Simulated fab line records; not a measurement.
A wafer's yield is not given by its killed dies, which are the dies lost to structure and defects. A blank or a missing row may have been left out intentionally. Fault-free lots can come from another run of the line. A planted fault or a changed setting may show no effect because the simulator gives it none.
Which of the tools did it? | flow berkeley_cmos170 | Sampling: 7 lots, 21 wafers, 2 of 331 route steps

## WHAT EACH GAUGE READ, for each wafer
UCB170_NSD_TW_MEAS_10.
lot  | measured     | on            | NSD_TW
L131 | day 8 06:05  | film_metro-04 | 4235 4231 4231
L133 | day 9 06:51  | film_metro-03 | 4217 4229 4246
L136 | day 10 14:38 | film_metro-03 | 4257 4245 4240
L140 | day 11 12:05 | film_metro-01 | 4246 4243 4228
L144 | day 12 03:29 | film_metro-03 | 4230 4208 4205
L148 | day 12 22:01 | film_metro-03 | 317 323 316
L152 | day 13 07:22 | film_metro-01 | 4221 4222 4224

## EACH LOT AND THE TOOL THAT RAN IT (in order: tool; ch and the chambers of the sampled wafers; start)
lot  | UCB170_NSD_DEVELOP_05
L131 | litho_track-01 ch 0, day 8 05:00
L133 | litho_track-04 ch 0, day 9 06:00
L136 | litho_track-02 ch 0, day 10 14:00
L140 | litho_track-01 ch 0, day 11 11:00
L144 | litho_track-02 ch 0, day 12 02:00
L148 | litho_track-04 ch 0, day 12 21:00
L152 | litho_track-01 ch 0, day 13 06:00
- UCB170_NSD_DEVELOP_05: develop time 45 s.

## THE ANSWER, worked out from the rows above alone
Rule: the usual values come from the lots themselves. Put in order of their means at a reading, lots are off if they are a third of the lots or fewer, leave a main group of 4 or more, and stand apart from it by a gap of 3 or more times the standard deviation of the main group's means; of several such gaps the widest counts. If all means in a main group match to the digits the tables above print for the reading, that group is not used. A lot without any number at a reading at which 4 lots or more have one is off too. Where the step has rows for the other lots, those lots are counted as sound.
Off: L148, at UCB170_NSD_TW_MEAS_10 (NSD_TW). The main group: mean 4231, standard deviation 11.
If a tool, at a process step before that reading, ran all the lots that are off and no sound lot after the first of them, it fits. The gauges at UCB170_NSD_TW_MEAS_10 are tried like those tools. Undecided on this evidence; 2 tools fit (litho_track-04 at UCB170_NSD_DEVELOP_05, film_metro-03 at UCB170_NSD_TW_MEAS_10).

## WHAT HAD BEEN PUT IN BY THE SIMULATOR
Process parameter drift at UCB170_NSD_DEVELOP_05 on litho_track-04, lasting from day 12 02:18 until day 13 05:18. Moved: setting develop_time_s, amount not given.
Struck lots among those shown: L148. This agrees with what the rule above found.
